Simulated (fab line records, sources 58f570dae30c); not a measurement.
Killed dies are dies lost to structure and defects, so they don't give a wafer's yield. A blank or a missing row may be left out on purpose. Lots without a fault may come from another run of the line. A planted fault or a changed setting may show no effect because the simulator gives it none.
Which tool did it? | flow berkeley_cmos170 | 15 lots, 45 wafers sampled, at 5 steps of a route of 331

WHAT THE GAUGES READ, wafer by wafer
UCB170_NVT_TW_MEAS_09. Usual: NVT_TW 528, standard deviation 3.9.
lot  | measured     | on            | NVT_TW      | flag
L305 | day 5 23:43  | film_metro-03 | 521 524 518 |
L307 | day 6 05:38  | film_metro-02 | 529 529 530 |
L311 | day 7 04:20  | film_metro-02 | 529 527 526 |
L314 | day 7 21:44  | film_metro-03 | 520 521 521 |
L312 | day 7 21:52  | film_metro-02 | 525 526 529 |
L313 | day 7 22:02  | film_metro-01 | 527 532 533 |
L316 | day 8 19:26  | film_metro-01 | 532 531 531 |
L318 | day 8 19:37  | film_metro-03 | 527 523 523 |
L320 | day 9 07:36  | film_metro-01 | 528 530 531 |
L322 | day 9 22:06  | film_metro-02 | 532 531 530 |
L324 | day 10 07:27 | film_metro-02 | 529 528 528 |
L321 | day 10 07:41 | film_metro-02 | 528 528 528 |
L325 | day 10 13:31 | film_metro-02 | 531 527 526 |
L328 | day 11 06:22 | film_metro-02 | 532 531 528 |
L326 | day 11 06:50 | film_metro-02 | 531 529 528 |

UCB170_PSD_TW_MEAS_10. Usual: PSD_TW 2331, standard deviation 20.
lot  | measured     | on            | PSD_TW         | flag
L305 | day 7 10:00  | film_metro-04 | 2316 2306 2319 |
L307 | day 7 10:38  | film_metro-03 | 2322 2313 2324 |
L311 | day 8 10:47  | film_metro-03 | 2325 2336 2336 |
L314 | day 9 05:33  | film_metro-04 | 2322 2318 2325 |
L312 | day 9 05:46  | film_metro-01 | 2356 2344 2342 |
L313 | day 9 05:17  | film_metro-04 | 2314 2314 2313 |
L316 | day 10 03:10 | film_metro-03 | 2322 2314 2321 |
L318 | day 10 03:12 | film_metro-04 | 2333 2324 2333 |
L320 | day 10 19:53 | film_metro-01 | 2351 2357 2357 |
L322 | day 11 03:04 | film_metro-03 | 2326 2321 2323 |
L324 | day 11 17:05 | film_metro-04 | 2324 2339 2331 |
L321 | day 11 16:29 | film_metro-01 | 2337 2349 2344 |
L325 | day 11 16:37 | film_metro-04 | 2319 2303 2320 |
L328 | day 12 20:05 | film_metro-03 | 2304 2303 2304 |
L326 | day 12 20:08 | film_metro-01 | 2363 2352 2363 |

WHICH TOOL RAN EACH LOT (tool, then ch and the chambers of the sampled wafers, then the start)
lot  | UCB170_PVT_COAT_01                | UCB170_PVT_STRIP_08                  | UCB170_SPACER_ETCHBACK_03
L305 | litho_track-01 ch 0, day 6 00:32  | plasma_asher-04 ch 0,1, day 6 01:34  | rie_diel-01 ch 1,2, day 7 07:39
L307 | litho_track-03 ch 0, day 6 06:23  | plasma_asher-04 ch 0,1, day 6 07:23  | rie_diel-02 ch 1,2, day 7 07:43
L311 | litho_track-02 ch 0, day 7 04:56  | plasma_asher-03 ch 0,1, day 7 05:52  | rie_diel-01 ch 0,2,3, day 8 08:45
L314 | litho_track-03 ch 0, day 7 22:27  | plasma_asher-03 ch 0,1, day 8 00:07  | rie_diel-01 ch 1,2,3, day 9 03:34
L312 | litho_track-01 ch 0, day 7 22:35  | plasma_asher-03 ch 0,1, day 8 00:16  | rie_diel-03 ch 0,3, day 9 03:34
L313 | litho_track-02 ch 0, day 7 22:41  | plasma_asher-04 ch 0,1, day 8 00:23  | rie_diel-02 ch 2,3, day 9 03:34
L316 | litho_track-01 ch 0, day 8 19:50  | plasma_asher-03 ch 0,1, day 8 20:41  | rie_diel-03 ch 0,2,3, day 10 01:30
L318 | litho_track-03 ch 0, day 8 20:13  | plasma_asher-02 ch 1, day 8 21:17    | rie_diel-01 ch 1,2,3, day 10 01:30
L320 | litho_track-03 ch 0, day 9 09:57  | plasma_asher-02 ch 0,1, day 9 11:08  | rie_diel-03 ch 2,3, day 10 18:19
L322 | litho_track-03 ch 0, day 9 22:29  | plasma_asher-03 ch 0, day 9 23:29    | rie_diel-01 ch 1,2,3, day 11 01:36
L324 | litho_track-01 ch 0, day 10 08:09 | plasma_asher-04 ch 0,1, day 10 09:20 | rie_diel-01 ch 0,1,2, day 11 15:07
L321 | litho_track-03 ch 0, day 10 08:18 | plasma_asher-02 ch 0,1, day 10 09:23 | rie_diel-01 ch 0,2,3, day 11 15:02
L325 | litho_track-01 ch 0, day 10 14:04 | plasma_asher-02 ch 0,1, day 10 15:07 | rie_diel-02 ch 1,2,3, day 11 15:02
L328 | litho_track-01 ch 0, day 11 06:51 | plasma_asher-02 ch 0, day 11 08:02   | rie_diel-03 ch 0,3, day 12 17:18
L326 | litho_track-02 ch 0, day 11 07:31 | plasma_asher-02 ch 0,1, day 11 08:35 | rie_diel-01 ch 0,1, day 12 17:22
- UCB170_PVT_COAT_01: resist thk 900 nm.
- UCB170_PVT_STRIP_08: strips in O2.
- UCB170_SPACER_ETCHBACK_03: etches SiO2 in CHF3/CF4/Ar, stops on Si, target depth 376 nm, time 100 s.

WHAT THE TOOLS THEMSELVES READ (means of the sampled wafers that have a number; where no wafer has one, the mark that the record gives instead)
UCB170_PVT_COAT_01. Usual: spin_speed_rpm 1500.2 rpm, standard deviation 0.89.
lot  | tool           | spin_speed_rpm (rpm) | flag
L305 | litho_track-01 | 1499.8               |
L307 | litho_track-03 | 1499.6               |
L311 | litho_track-02 | 1499.7               |
L314 | litho_track-03 | 1499.6               |
L312 | litho_track-01 | 1499.5               |
L313 | litho_track-02 | 1500.3               |
L316 | litho_track-01 | 1500.6               |
L318 | litho_track-03 | 1500.4               |
L320 | litho_track-03 | 1546.0               | OFF
L322 | litho_track-03 | 1546.7               | OFF
L324 | litho_track-01 | 1499.7               |
L321 | litho_track-03 | 1545.9               | OFF
L325 | litho_track-01 | 1500.3               |
L328 | litho_track-01 | 1499.4               |
L326 | litho_track-02 | 1500.5               |

UCB170_PVT_STRIP_08. Usual: chamber_pressure_mTorr 3500 mTorr, standard deviation 3.3; drypump_motor_current_A 6.05 A, standard deviation 0.26; o2_flow_sccm 400.1 sccm, standard deviation 1.2; oes_product_au 0.734 a.u., standard deviation 0.0047; strip_time_to_endpoint_s 21.61 s, standard deviation 0.062.
lot  | tool            | chamber_pressure_mTorr (mTorr) | drypump_motor_current_A (A) | o2_flow_sccm (sccm) | oes_product_au (a.u.) | strip_time_to_endpoint_s (s) | flag
L305 | plasma_asher-04 | 3500                           | 5.94                        | 399.6               | 0.730                 | 21.58                        |
L307 | plasma_asher-04 | 3500                           | 5.94                        | 399.7               | 0.731                 | 21.68                        |
L311 | plasma_asher-03 | 3503                           | 5.97                        | 400.0               | 0.727                 | 21.69                        |
L314 | plasma_asher-03 | 3498                           | 5.96                        | 400.5               | 0.735                 | 21.55                        |
L312 | plasma_asher-03 | 3500                           | 5.97                        | 399.8               | 0.738                 | 21.64                        |
L313 | plasma_asher-04 | 3498                           | 6.15                        | 401.0               | 0.729                 | 21.66                        |
L316 | plasma_asher-03 | 3498                           | 5.96                        | 398.4               | 0.735                 | 21.57                        |
L318 | plasma_asher-02 | 3498                           | 5.88                        | 399.1               | 0.736                 | 21.58                        |
L320 | plasma_asher-02 | 3498                           | 6.23                        | 400.2               | 0.739                 | 21.23                        | OFF
L322 | plasma_asher-03 | 3499                           | 5.97                        | 400.2               | 0.733                 | 21.37                        | OFF
L324 | plasma_asher-04 | 3501                           | 5.91                        | 400.9               | 0.735                 | 21.54                        |
L321 | plasma_asher-02 | 3498                           | 6.22                        | 398.8               | 0.737                 | 21.32                        | OFF
L325 | plasma_asher-02 | 3499                           | 6.22                        | 400.4               | 0.736                 | 21.68                        |
L328 | plasma_asher-02 | 3499                           | 6.37                        | 400.9               | 0.733                 | 21.60                        |
L326 | plasma_asher-02 | 3499                           | 6.21                        | 400.8               | 0.735                 | 21.67                        |

UCB170_SPACER_ETCHBACK_03. Usual: chamber_pressure_mTorr 200.00 mTorr, standard deviation 0.19; drypump_motor_current_A 5.5 A, standard deviation 0.37; oes_product_au 0.899 a.u., standard deviation 0.016; rf_fwd_power_W 496.8 W, standard deviation 1.8; throttle_valve_pct 6.48 %, standard deviation 0.08.
lot  | tool        | chamber_pressure_mTorr (mTorr) | drypump_motor_current_A (A) | oes_product_au (a.u.) | rf_fwd_power_W (W) | throttle_valve_pct (%) | flag
L305 | rie_diel-01 | 200.26                         | 5.9                         | 0.906                 | 495.6              | 6.46                   |
L307 | rie_diel-02 | 200.11                         | 5.5                         | 0.906                 | 495.9              | 6.47                   |
L311 | rie_diel-01 | 200.05                         | 5.4                         | 0.894                 | 497.6              | 6.48                   |
L314 | rie_diel-01 | 200.00                         | 5.7                         | 0.897                 | 497.1              | 6.46                   |
L312 | rie_diel-03 | 200.11                         | 5.4                         | 0.889                 | 496.7              | 6.54                   |
L313 | rie_diel-02 | 200.05                         | 5.8                         | 0.883                 | 497.9              | 6.43                   |
L316 | rie_diel-03 | 199.95                         | 5.4                         | 0.898                 | 495.2              | 6.53                   |
L318 | rie_diel-01 | 199.93                         | 5.7                         | 0.892                 | 496.1              | 6.46                   |
L320 | rie_diel-03 | 199.84                         | 5.4                         | 0.907                 | 495.0              | 6.52                   |
L322 | rie_diel-01 | 199.97                         | 5.7                         | 0.887                 | 496.8              | 6.46                   |
L324 | rie_diel-01 | 199.80                         | 5.5                         | 0.897                 | 496.9              | 6.47                   |
L321 | rie_diel-01 | 200.10                         | 5.4                         | 0.896                 | 496.8              | 6.47                   |
L325 | rie_diel-02 | 200.05                         | 5.7                         | 0.908                 | 497.1              | 6.48                   |
L328 | rie_diel-03 | 199.80                         | 5.2                         | 0.887                 | 495.7              | 6.45                   |
L326 | rie_diel-01 | 200.03                         | 5.0                         | 0.914                 | 497.4              | 6.49                   |

THE ANSWER, worked out from the rows above alone
Rule: a lot is off if the mean of its wafers that have a number lies more than 3 standard deviations from the usual mean. A lot without any number at a reading at which 4 lots or more have one is off too. The other lots that the step has rows for count as sound. The gauges are gone through in route order, then the tools' own readings, and for those a lot's mean is taken as printed above. The first step at which some lot is off is used, and at that step the reading that is off furthest; a lot without a number counts as furthest.
Off: L320, L322, L321, at UCB170_PVT_COAT_01 (spin_speed_rpm).
A tool fits if, at that step or a process step before it, it ran every lot that is off, and no sound lot after the first of them. One fits: litho_track-03 at UCB170_PVT_COAT_01. Its last sound lot is L318 (day 8 20:13), its first lot that is off L320 (day 9 09:57): a fault that began between those two fits.
The tool's own readings at UCB170_PVT_COAT_01 bear it out: on the lots that are off they differ by more than 5 times the standard deviation of the sound lots' means. spin_speed_rpm reads 1546.2 rpm there against 1500.0 rpm on the sound lots.

WHAT THE SIMULATOR HAD PUT IN
Process parameter drift: litho_track-03, from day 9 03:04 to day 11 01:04, at UCB170_PVT_COAT_01. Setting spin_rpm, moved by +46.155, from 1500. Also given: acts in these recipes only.
Lots struck among those shown: L320, L322, L321. The rule above found the same.
